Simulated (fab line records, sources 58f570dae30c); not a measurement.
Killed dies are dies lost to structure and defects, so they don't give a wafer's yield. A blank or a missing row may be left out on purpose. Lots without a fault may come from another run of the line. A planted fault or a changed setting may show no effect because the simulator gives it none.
Which tool did it? | flow berkeley_cmos170 | 14 lots, 42 wafers sampled, at 5 steps of a route of 331

WHAT THE GAUGES READ, wafer by wafer
UCB170_M2_CD_MEAS_15: target cd 700 nm. Usual: cd_nm 699.7 nm, standard deviation 1.3.
lot  | measured     | on        | cd_nm (nm)        | flag
L526 | day 8 01:19  | cd_sem-02 | 701.3 701.4 699.8 |
L529 | day 9 09:53  | cd_sem-02 | 699.2 699.0 698.8 |
L527 | day 9 09:59  | cd_sem-01 | 697.7 696.5 698.8 |
L528 | day 9 10:04  | cd_sem-02 | 699.0 699.4 699.5 |
L530 | day 10 02:04 | cd_sem-02 | 700.1 699.5 699.5 |
L533 | day 10 03:59 | cd_sem-02 | 699.9 701.0 699.2 |
L532 | day 10 04:11 | cd_sem-01 | 699.0 698.7 699.1 |
L534 | day 10 13:56 | cd_sem-01 | 697.6 697.3 698.7 |
L535 | day 11 03:10 | cd_sem-02 | 700.1 699.4 699.0 |
L541 | day 11 22:58 | cd_sem-01 | 700.6 699.1 698.0 |
L546 | day 12 22:55 | cd_sem-01 | 700.0 699.8 700.3 |
L548 | day 13 04:34 | cd_sem-02 | 702.6 701.3 701.7 |
L547 | day 13 08:57 | cd_sem-01 | 698.6 699.7 699.1 |
L545 | day 13 10:10 | cd_sem-02 | 698.8 699.1 699.2 |

UCB170_M3_RS_MEAS_02: measures by four-point-probe. Usual: M3_AL_RS 0.0322 ohm/sq, standard deviation 0.0004.
lot  | measured     | on            | M3_AL_RS (ohm/sq)    | flag
L526 | day 8 04:42  | film_metro-04 | 0.0322 0.0317 0.0320 |
L529 | day 9 13:32  | film_metro-03 | 0.0323 0.0327 0.0329 |
L527 | day 9 13:47  | film_metro-03 | 0.0322 0.0314 0.0314 |
L528 | day 9 14:07  | film_metro-03 | 0.0323 0.0321 0.0326 |
L530 | day 10 05:24 | film_metro-04 | 0.0324 0.0324 0.0327 |
L533 | day 10 07:00 | film_metro-04 | 0.0315 0.0323 0.0314 |
L532 | day 10 07:13 | film_metro-02 | 0.0323 0.0320 0.0319 |
L534 | day 10 17:16 | film_metro-03 | 0.0315 0.0320 0.0319 |
L535 | day 11 06:19 | film_metro-03 | 0.0323 0.0361 0.0320 | OFF
L541 | day 12 02:11 | film_metro-03 | 0.0364 0.0363 0.0327 | OFF
L546 | day 13 02:52 | film_metro-04 | 0.0325 0.0324 0.0325 |
L548 | day 13 09:48 | film_metro-04 | 0.0315 0.0318 0.0316 |
L547 | day 13 12:51 | film_metro-02 | 0.0321 0.0323 0.0321 |
L545 | day 13 14:50 | film_metro-02 | 0.0325 0.0326 0.0322 |

UCB170_M3_THK_MEAS_03: measures by xrf. Usual: M3_AL_THK 900 nm, standard deviation 12.
lot  | measured     | on            | M3_AL_THK (nm) | flag
L526 | day 8 04:49  | film_metro-04 | 894 908 910    |
L529 | day 9 13:40  | film_metro-03 | 905 893 889    |
L527 | day 9 13:55  | film_metro-03 | 909 930 925    |
L528 | day 9 14:14  | film_metro-03 | 905 907 893    |
L530 | day 10 05:30 | film_metro-04 | 896 892 882    |
L533 | day 10 07:05 | film_metro-04 | 917 892 913    |
L532 | day 10 07:20 | film_metro-02 | 891 900 898    |
L534 | day 10 17:22 | film_metro-03 | 925 910 916    |
L535 | day 11 06:24 | film_metro-03 | 904 826 915    |
L541 | day 12 02:17 | film_metro-03 | 812 816 887    | OFF
L546 | day 13 02:59 | film_metro-04 | 887 888 887    |
L548 | day 13 09:55 | film_metro-04 | 913 907 906    |
L547 | day 13 12:58 | film_metro-02 | 902 900 903    |
L545 | day 13 14:57 | film_metro-02 | 886 891 895    |

WHICH TOOL RAN EACH LOT (tool, then ch and the chambers of the sampled wafers, then the start)
lot  | UCB170_V2_ETCH_14                  | UCB170_M3_SPUTTER_01
L526 | rie_diel-02 ch 0,2,3, day 8 04:08  | pvd_sputter-04, day 8 04:35
L529 | rie_diel-03 ch 1,2,3, day 9 12:59  | pvd_sputter-01, day 9 13:28
L527 | rie_diel-04 ch 0,2,3, day 9 13:15  | pvd_sputter-04, day 9 13:43
L528 | rie_diel-03 ch 1,3, day 9 13:34    | pvd_sputter-02, day 9 14:02
L530 | rie_diel-03 ch 0,1,3, day 10 04:49 | pvd_sputter-01, day 10 05:16
L533 | rie_diel-03 ch 0,1,3, day 10 06:29 | pvd_sputter-04, day 10 06:52
L532 | rie_diel-02 ch 0,2,3, day 10 06:40 | pvd_sputter-02, day 10 07:08
L534 | rie_diel-02 ch 0,1, day 10 16:41   | pvd_sputter-04, day 10 17:10
L535 | rie_diel-03 ch 0,2,3, day 11 05:42 | pvd_sputter-04, day 11 06:10
L541 | rie_diel-03 ch 2,3, day 12 01:37   | pvd_sputter-04, day 12 02:05
L546 | rie_diel-03 ch 0,2, day 13 02:19   | pvd_sputter-01, day 13 02:47
L548 | rie_diel-03 ch 0,2,3, day 13 09:14 | pvd_sputter-02, day 13 09:41
L547 | rie_diel-04 ch 1,2,3, day 13 12:17 | pvd_sputter-01, day 13 12:45
L545 | rie_diel-02 ch 0,1,2, day 13 14:17 | pvd_sputter-01, day 13 14:45
- UCB170_V2_ETCH_14: etches SiO2 in CHF3/CF4/Ar, stops on Al, target depth 1250 nm, time 291 s.
- UCB170_M3_SPUTTER_01: material Al, target thk 900 nm, time 120 s.

WHAT THE TOOLS THEMSELVES READ (means of the sampled wafers that have a number; where no wafer has one, the mark that the record gives instead)
UCB170_V2_ETCH_14. Usual: drypump_motor_current_A 5.5 A, standard deviation 0.45; oes_product_au 0.874 a.u., standard deviation 0.013; throttle_valve_pct 6.96 %, standard deviation 0.11.
lot  | tool        | drypump_motor_current_A (A) | oes_product_au (a.u.) | throttle_valve_pct (%) | flag
L526 | rie_diel-02 | 5.3                         | 0.867                 | 6.85                   |
L529 | rie_diel-03 | 5.6                         | 0.885                 | 6.99                   |
L527 | rie_diel-04 | 5.3                         | 0.874                 | 6.89                   |
L528 | rie_diel-03 | 5.6                         | 0.887                 | 6.90                   |
L530 | rie_diel-03 | 5.9                         | 0.882                 | 6.94                   |
L533 | rie_diel-03 | 5.9                         | 0.882                 | 6.93                   |
L532 | rie_diel-02 | 5.3                         | 0.861                 | 6.85                   |
L534 | rie_diel-02 | 5.4                         | 0.876                 | 7.08                   |
L535 | rie_diel-03 | 5.9                         | 0.876                 | 7.03                   |
L541 | rie_diel-03 | 6.0                         | 0.867                 | 7.03                   |
L546 | rie_diel-03 | 5.5                         | 0.871                 | 7.11                   |
L548 | rie_diel-03 | 5.9                         | 0.874                 | 7.02                   |
L547 | rie_diel-04 | 5.2                         | 0.874                 | 6.94                   |
L545 | rie_diel-02 | 5.3                         | 0.873                 | 6.99                   |

UCB170_M3_SPUTTER_01. Usual: throttle_valve_pct 29.9 %, standard deviation 0.98.
lot  | tool           | throttle_valve_pct (%) | flag
L526 | pvd_sputter-04 | 30.1                   |
L529 | pvd_sputter-01 | 28.9                   |
L527 | pvd_sputter-04 | 30.6                   |
L528 | pvd_sputter-02 | 30.9                   |
L530 | pvd_sputter-01 | 28.9                   |
L533 | pvd_sputter-04 | 31.2                   |
L532 | pvd_sputter-02 | 30.2                   |
L534 | pvd_sputter-04 | 30.7                   |
L535 | pvd_sputter-04 | 30.1                   |
L541 | pvd_sputter-04 | 30.0                   |
L546 | pvd_sputter-01 | 29.7                   |
L548 | pvd_sputter-02 | 30.0                   |
L547 | pvd_sputter-01 | 29.4                   |
L545 | pvd_sputter-01 | 29.4                   |

THE ANSWER, worked out from the rows above alone
Rule: a lot is off if the mean of its wafers that have a number lies more than 3 standard deviations from the usual mean. A lot without any number at a reading at which 4 lots or more have one is off too. The other lots that the step has rows for count as sound. The gauges are gone through in route order, then the tools' own readings, and for those a lot's mean is taken as printed above. The first step at which some lot is off is used, and at that step the reading that is off furthest; a lot without a number counts as furthest.
Off: L535, L541, at UCB170_M3_RS_MEAS_02 (M3_AL_RS).
A tool fits if, at a process step before that reading, it ran every lot that is off, and no sound lot after the first of them. The gauges at UCB170_M3_RS_MEAS_02 are tried like those tools. Can't be told from this: 2 tools fit, pvd_sputter-04 at UCB170_M3_SPUTTER_01, film_metro-03 at UCB170_M3_RS_MEAS_02.

WHAT THE SIMULATOR HAD PUT IN
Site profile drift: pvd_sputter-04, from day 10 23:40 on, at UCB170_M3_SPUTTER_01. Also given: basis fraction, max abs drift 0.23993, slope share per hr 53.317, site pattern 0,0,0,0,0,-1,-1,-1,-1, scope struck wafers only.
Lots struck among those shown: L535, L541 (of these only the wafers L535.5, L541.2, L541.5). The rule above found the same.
